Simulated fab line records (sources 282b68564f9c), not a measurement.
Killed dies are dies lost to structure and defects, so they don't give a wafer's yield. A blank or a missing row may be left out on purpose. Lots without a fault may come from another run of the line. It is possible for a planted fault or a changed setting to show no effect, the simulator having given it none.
Problem report, 8D (eight disciplines) form, completed by code | flow rit_cmos | the parts of the form that need people (team, actions taken, sign-off) are left out

1. WHAT IS WRONG
Across 6 wafers from 2 lots, NRETRO_TW at RIT_NRETRO_TW_MEAS_10 averages 932, while fault-free wafers read 1051 with a standard deviation of 9.3. That is -13 standard deviations from the usual mean.
First observed at day 5 14:04: wafer L238.4, on film_metro-02. Wafers with a number at this step in the record: 42, from 14 lots. The rule behind "out" and "out of limits": a value lying over 4 standard deviations away from the usual mean. Any other wafer with a number is counted as sound.

2. WHAT IT IS; WHAT IT IS NOT
question                    | is                           | is not
which readings at this step | NRETRO_TW                    | -
which lots                  | L238, L240                   | L222, L223, L226, L228, L229, L230, L232, L234, L242, L243, L244, L245
which wafers of those lots  | all that have a number       | -
read on which gauges        | film_metro-02, film_metro-03 | film_metro-04
when                        | from day 5 14:04             | up to then (24 sound wafers); but 12 sound wafers of L242, L243, L244, L245 came after

3. THE SUSPECTS, EACH WITH WHAT RULES IT OUT
Counting: any tool at a process step up to the reading is kept as a suspect provided that every lot that is out went through it and no sound lot did after the first of them.
- the gauge at RIT_NRETRO_TW_MEAS_10 has been ruled out. The wafers that are out were read on 2 gauges (film_metro-02, film_metro-03).
- implanter-03 at RIT_NRETRO_IMPLANT_08: kept. It processed each lot that is out, first L238 at day 5 13:47, and no sound lot thereafter; up to then, the last sound lot it processed was L234 at day 4 17:30. Its own readings are out on those wafers: beam_energy_keV.
After counting, what remains is implanter-03 at RIT_NRETRO_IMPLANT_08.

4. THE CAUSE (what the simulator had put in)
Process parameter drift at RIT_NRETRO_IMPLANT_08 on implanter-03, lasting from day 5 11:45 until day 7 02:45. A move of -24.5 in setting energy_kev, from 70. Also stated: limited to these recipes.
The count eliminated every tool but this one.

5. SEQUENCE OF EFFECTS, ordered by route
One row per reading whose mean, taken over the struck wafers that have a number, lies over 3 standard deviations from the usual. Only readings for which the record gives a usual standard deviation are gone through. hours: the time from each lot's start at the first step in this table that gives one to its start at this step, as a median over the lots. sigmas: the change in usual standard deviations.
hours | step                  | reading         | usual  | on struck wafers | change  | sigmas
0     | RIT_NRETRO_IMPLANT_08 | beam_energy_keV | 70.002 | 45.518           | -24.484 | -99 or more
0     | RIT_NRETRO_TW_MEAS_10 | NRETRO_TW       | 1051   | 932              | -119    | -13
Process steps it contains:
- RIT_NRETRO_IMPLANT_08

6. WHAT WOULD HAVE CAUGHT IT SOONER
In this record the first reading out of limits at a measuring or inspecting step was taken at day 5 14:04, 2 hours after the fault began at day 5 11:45.
Tool's own readings at RIT_NRETRO_IMPLANT_08, beam_energy_keV: out on all struck wafers the step has rows for; an alarm limit on them would have tripped on the first.
L240, from the lots that are out (2), started RIT_NRETRO_IMPLANT_08 on implanter-03 later than day 5 14:04. A hold on the tool at that time would have spared it.
